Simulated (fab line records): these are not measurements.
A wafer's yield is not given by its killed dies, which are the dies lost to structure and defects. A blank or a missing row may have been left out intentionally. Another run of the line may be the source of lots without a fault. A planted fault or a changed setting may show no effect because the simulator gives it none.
8D (eight disciplines) problem report, filled in by code || flow ritCmos || the parts of the form that need people (team, actions taken, sign-off) are left out

1. THE PROBLEM
Mean of runLengthS at RIT_GATE_CLEAN_04: 206 s over 3 wafers from 1 lot, against 87 s (standard deviation 3.1) on wafers with no fault. That puts it +38 standard deviations away from the usual mean.
The step: cleans in dHF, time 60 s.
First seen on wafer L357.4, day 4 11:09, on wetBench-03. The record holds 39 wafers of 13 lots with a number at this step. The rule behind "out" and "out of limits": a value lying over 4 standard deviations away from the usual mean. The rest of the wafers with a number are treated as sound.

2. WHAT THIS IS AND IS NOT
{"question": "which readings at this step", "is": "runLengthS", "is not": "-"}
{"question": "which lots", "is": "L357", "is not": "L347, L348, L349, L350, L351, L352, L353, L354, L359, L365, L368, L369"}
{"question": "which wafers of those lots", "is": "all that have a number", "is not": "-"}
{"question": "read on which tools", "is": "wetBench-03", "is not": "wetBench-01, wetBench-04"}
{"question": "when", "is": "from day 4 11:09", "is not": "up to then (24 sound wafers); but 12 sound wafers of L359, L365, L368, L369 came after"}

3. WHAT RULES OUT EACH SUSPECT
Counting: any tool at a process step up to the reading is kept as a suspect provided that every lot that is out went through it and no sound lot did after the first of them.
- plasmaAsher-02 at RIT_ACTIVE_STRIP_14 (strips in O2, time 180 s): ruled out as a lasting fault. Following L357 (day 3 18:18), the first lot on it that is out, the sound lots L359, L369 were run on it.
- wetBench-03 at RIT_GATE_CLEAN_04 (cleans in dHF, time 60 s): kept. It ran the lot that is out, L357 (day 4 11:09), and no sound lot after that; its last sound lot up to then is L354 (day 4 04:10). Its own readings are out on those wafers: runLengthS.
Left after counting: wetBench-03 at RIT_GATE_CLEAN_04.

4. THE CAUSE (what the simulator had put in)
wetBench-03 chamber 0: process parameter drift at RIT_GATE_CLEAN_04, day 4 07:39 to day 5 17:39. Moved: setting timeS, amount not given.
The count eliminated every tool but this one.

5. SEQUENCE OF EFFECTS, ordered by route
Rows list readings where the struck wafers' mean (over those with a number) sits beyond 3 standard deviations from the usual. Only readings whose record carries a usual standard deviation are examined. hours: median over the lots of the time between each lot's start at the first step of this table that gives one and its start at this step. sigmas: the change, counted in usual standard deviations.
{"hours": 0, "step": "RIT_GATE_CLEAN_04", "reading": "runLengthS", "usual": "87 s", "on struck wafers": 206, "change": "+119", "sigmas": "+38"}
The process steps in it:
- RIT_GATE_CLEAN_04: cleans in dHF, time 60 s.

6. WHAT WOULD HAVE CAUGHT IT SOONER
In this record the first reading out of limits was taken at day 4 11:09, 4 hours after the fault began at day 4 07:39.
